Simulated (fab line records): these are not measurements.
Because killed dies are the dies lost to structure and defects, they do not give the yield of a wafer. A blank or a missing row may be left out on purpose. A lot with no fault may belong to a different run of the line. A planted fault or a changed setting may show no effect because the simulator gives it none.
Lot-split experiment / flow berkeley_cmos170 / 5 lots, 27 wafers read, on a route of 331 steps

== ON THE SPLIT ==
At UCB170_START_OXIDATION_02 (target thk 20 nm, ox time 1800 s), the setting ox_time_s was moved away from the recipe's 1800 s on 18 of the 27 wafers read, by -40.9% to +25.3%. All remaining wafers had this setting at the recipe value.

The file shows no step between the split and the reading.

== THE READING ==
START_OXIDE_THK, in nm, at UCB170_START_THK_MEAS_03. A value of 19.86 nm with a standard deviation of 0.24 nm is what fault-free wafers of this fab line usually give.

wafer=L074.1; tool, chamber at the split=-, -; ox_time_s as run, s=1302; against the recipe=-27.7%; START_OXIDE_THK, nm=16.33; against lot-mates on the recipe=no lot-mate on the recipe
wafer=L074.2; tool, chamber at the split=-, -; ox_time_s as run, s=1302; against the recipe=-27.7%; START_OXIDE_THK, nm=16.07; against lot-mates on the recipe=no lot-mate on the recipe
wafer=L074.3; tool, chamber at the split=-, -; ox_time_s as run, s=1302; against the recipe=-27.7%; START_OXIDE_THK, nm=15.94; against lot-mates on the recipe=no lot-mate on the recipe
wafer=L074.4; tool, chamber at the split=-, -; ox_time_s as run, s=1302; against the recipe=-27.7%; START_OXIDE_THK, nm=16.07; against lot-mates on the recipe=no lot-mate on the recipe
wafer=L074.5; tool, chamber at the split=-, -; ox_time_s as run, s=1302; against the recipe=-27.7%; START_OXIDE_THK, nm=16.27; against lot-mates on the recipe=no lot-mate on the recipe
wafer=L074.6; tool, chamber at the split=-, -; ox_time_s as run, s=1302; against the recipe=-27.7%; START_OXIDE_THK, nm=16.23; against lot-mates on the recipe=no lot-mate on the recipe
wafer=L075.1; tool, chamber at the split=-, -; ox_time_s as run, s=2256; against the recipe=+25.3%; START_OXIDE_THK, nm=22.96; against lot-mates on the recipe=no lot-mate on the recipe
wafer=L075.2; tool, chamber at the split=-, -; ox_time_s as run, s=2256; against the recipe=+25.3%; START_OXIDE_THK, nm=23.03; against lot-mates on the recipe=no lot-mate on the recipe
wafer=L075.3; tool, chamber at the split=-, -; ox_time_s as run, s=2256; against the recipe=+25.3%; START_OXIDE_THK, nm=23.08; against lot-mates on the recipe=no lot-mate on the recipe
wafer=L075.4; tool, chamber at the split=-, -; ox_time_s as run, s=2256; against the recipe=+25.3%; START_OXIDE_THK, nm=22.93; against lot-mates on the recipe=no lot-mate on the recipe
wafer=L075.5; tool, chamber at the split=-, -; ox_time_s as run, s=2256; against the recipe=+25.3%; START_OXIDE_THK, nm=23.10; against lot-mates on the recipe=no lot-mate on the recipe
wafer=L075.6; tool, chamber at the split=-, -; ox_time_s as run, s=2256; against the recipe=+25.3%; START_OXIDE_THK, nm=22.76; against lot-mates on the recipe=no lot-mate on the recipe
wafer=L079.1; tool, chamber at the split=-, -; ox_time_s as run, s=1064; against the recipe=-40.9%; START_OXIDE_THK, nm=14.07; against lot-mates on the recipe=no lot-mate on the recipe
wafer=L079.2; tool, chamber at the split=-, -; ox_time_s as run, s=1064; against the recipe=-40.9%; START_OXIDE_THK, nm=13.96; against lot-mates on the recipe=no lot-mate on the recipe
wafer=L079.3; tool, chamber at the split=-, -; ox_time_s as run, s=1064; against the recipe=-40.9%; START_OXIDE_THK, nm=14.05; against lot-mates on the recipe=no lot-mate on the recipe
wafer=L079.4; tool, chamber at the split=-, -; ox_time_s as run, s=1064; against the recipe=-40.9%; START_OXIDE_THK, nm=13.93; against lot-mates on the recipe=no lot-mate on the recipe
wafer=L079.5; tool, chamber at the split=-, -; ox_time_s as run, s=1064; against the recipe=-40.9%; START_OXIDE_THK, nm=14.04; against lot-mates on the recipe=no lot-mate on the recipe
wafer=L079.6; tool, chamber at the split=-, -; ox_time_s as run, s=1064; against the recipe=-40.9%; START_OXIDE_THK, nm=14.35; against lot-mates on the recipe=no lot-mate on the recipe
wafer=L080.2; tool, chamber at the split=furnace-02, 0; ox_time_s as run, s=1800; against the recipe=recipe; START_OXIDE_THK, nm=19.69; against lot-mates on the recipe=-
wafer=L080.3; tool, chamber at the split=furnace-02, 0; ox_time_s as run, s=1800; against the recipe=recipe; START_OXIDE_THK, nm=19.62; against lot-mates on the recipe=-
wafer=L080.4; tool, chamber at the split=furnace-02, 0; ox_time_s as run, s=1800; against the recipe=recipe; START_OXIDE_THK, nm=19.84; against lot-mates on the recipe=-
wafer=L082.1; tool, chamber at the split=-, -; ox_time_s as run, s=1800; against the recipe=recipe; START_OXIDE_THK, nm=19.56; against lot-mates on the recipe=-
wafer=L082.2; tool, chamber at the split=-, -; ox_time_s as run, s=1800; against the recipe=recipe; START_OXIDE_THK, nm=19.77; against lot-mates on the recipe=-
wafer=L082.3; tool, chamber at the split=-, -; ox_time_s as run, s=1800; against the recipe=recipe; START_OXIDE_THK, nm=19.76; against lot-mates on the recipe=-
wafer=L082.4; tool, chamber at the split=-, -; ox_time_s as run, s=1800; against the recipe=recipe; START_OXIDE_THK, nm=20.16; against lot-mates on the recipe=-
wafer=L082.5; tool, chamber at the split=-, -; ox_time_s as run, s=1800; against the recipe=recipe; START_OXIDE_THK, nm=19.97; against lot-mates on the recipe=-
wafer=L082.6; tool, chamber at the split=-, -; ox_time_s as run, s=1800; against the recipe=recipe; START_OXIDE_THK, nm=19.86; against lot-mates on the recipe=-

FIT RESULTS
A straight line over all 27 wafers: START_OXIDE_THK changes by +0.134 nm for each +1% of ox_time_s; r = +1.00; the points scatter about the line by 0.2 nm.
Too few moved wafers with a lot-mate on the recipe to fit a line net of each lot's own level.

== THE WHOLE CHAIN: every reading that the file lists as answering this split, in the file's order ==
step=UCB170_START_OXIDATION_02; what it does=target thk 20 nm, ox time 1800 s; reading=SiO2_of_START_OXIDATION_02.thk_nm (the simulator's own value, which no gauge read); change (the file's fit)=+0.134 nm for each +1% of the setting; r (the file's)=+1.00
step=UCB170_START_THK_MEAS_03; what it does=; reading=START_OXIDE_THK; change (the file's fit)=+0.134 for each +1% of the setting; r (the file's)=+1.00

== FILE'S OWN FIT ==
START_OXIDE_THK changes by +0.134 nm for each +1% of ox_time_s, r = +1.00.
